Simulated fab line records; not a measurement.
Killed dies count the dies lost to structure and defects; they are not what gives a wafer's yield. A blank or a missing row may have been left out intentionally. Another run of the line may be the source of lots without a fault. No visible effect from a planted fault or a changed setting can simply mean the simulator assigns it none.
Code-filled problem report in 8D (eight disciplines) form | flow rit cmos | the parts of the form that need people (team, actions taken, sign-off) are left out

1. THE PROBLEM
cd nm at RIT_CONTACT_CD_MEAS_08 reads a mean of 980.6 nm on 9 wafers of 3 lots; wafers without a fault read 1000.1 nm with a standard deviation of 2. That puts it -9.7 standard deviations away from the usual mean.
The step: target cd 1000 nm.
The first sign was on wafer L293.3 at day 6 14:46, on cd sem-02. At this step, 45 wafers from 15 lots have a number in the record. Rule for "out" (also "out of limits"): further than 4 standard deviations from the usual mean. All remaining wafers that have a number are taken as sound.

2. WHAT THIS IS AND IS NOT
question                    | is                     | is not
which readings at this step | cd nm                  | -
which lots                  | L293, L294, L295       | L278, L279, L281, L282, L283, L284, L285, L286, L287, L289, L300, L301
which wafers of those lots  | all that have a number | -
read on which gauges        | cd sem-02              | cd sem-01
when                        | from day 6 14:46       | up to then (30 sound wafers); but 6 sound wafers of L300, L301 came after

3. SUSPECTS, AND WHAT RULES EACH OUT
Counting: a tool at a process step up to the reading stays a suspect if it ran every lot that is out and no sound lot after the first of them.
- the gauge at RIT_CONTACT_CD_MEAS_08: kept. All the wafers that are out were read on cd sem-02, and no step on other tools shows them out.
- litho track-03 at RIT_CONTACT_DEVELOP_07 (develop time 120 s): kept. It ran every lot that is out, first L293 (day 6 14:00), and no sound lot after that; its last sound lot up to then is L289 (day 5 13:00).
The count leaves cd sem-02 at RIT_CONTACT_CD_MEAS_08 and litho track-03 at RIT_CONTACT_DEVELOP_07.

4. THE CAUSE (what the simulator had put in)
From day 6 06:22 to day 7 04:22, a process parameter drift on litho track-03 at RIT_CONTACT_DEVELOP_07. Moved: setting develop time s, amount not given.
Counting leaves 2 suspects; this tool is one of them.

5. THE CHAIN OF EFFECTS, in route order
Each row: a reading where the mean over the struck wafers with a number is more than 3 standard deviations away from the usual. Scope: only readings with a usual standard deviation given in the record; hours: median across lots of the time from each lot's start at the first step in this table that gives one to its start at this step; sigmas: change in usual standard deviations.
hours | step                   | reading | usual     | on struck wafers | change | sigmas
0     | RIT_CONTACT_CD_MEAS_08 | cd nm   | 1000.1 nm | 980.6            | -19.5  | -9.7

6. WHAT WOULD HAVE CAUGHT IT SOONER
In this record the first reading out of limits at a measuring or inspecting step was taken at day 6 14:46, 8 hours after the fault began at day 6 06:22.
Among the 3 lots that are out, L294, L295 began RIT_CONTACT_DEVELOP_07 on litho track-03 after day 6 14:46. A hold on the tool at that time would have spared those 2.
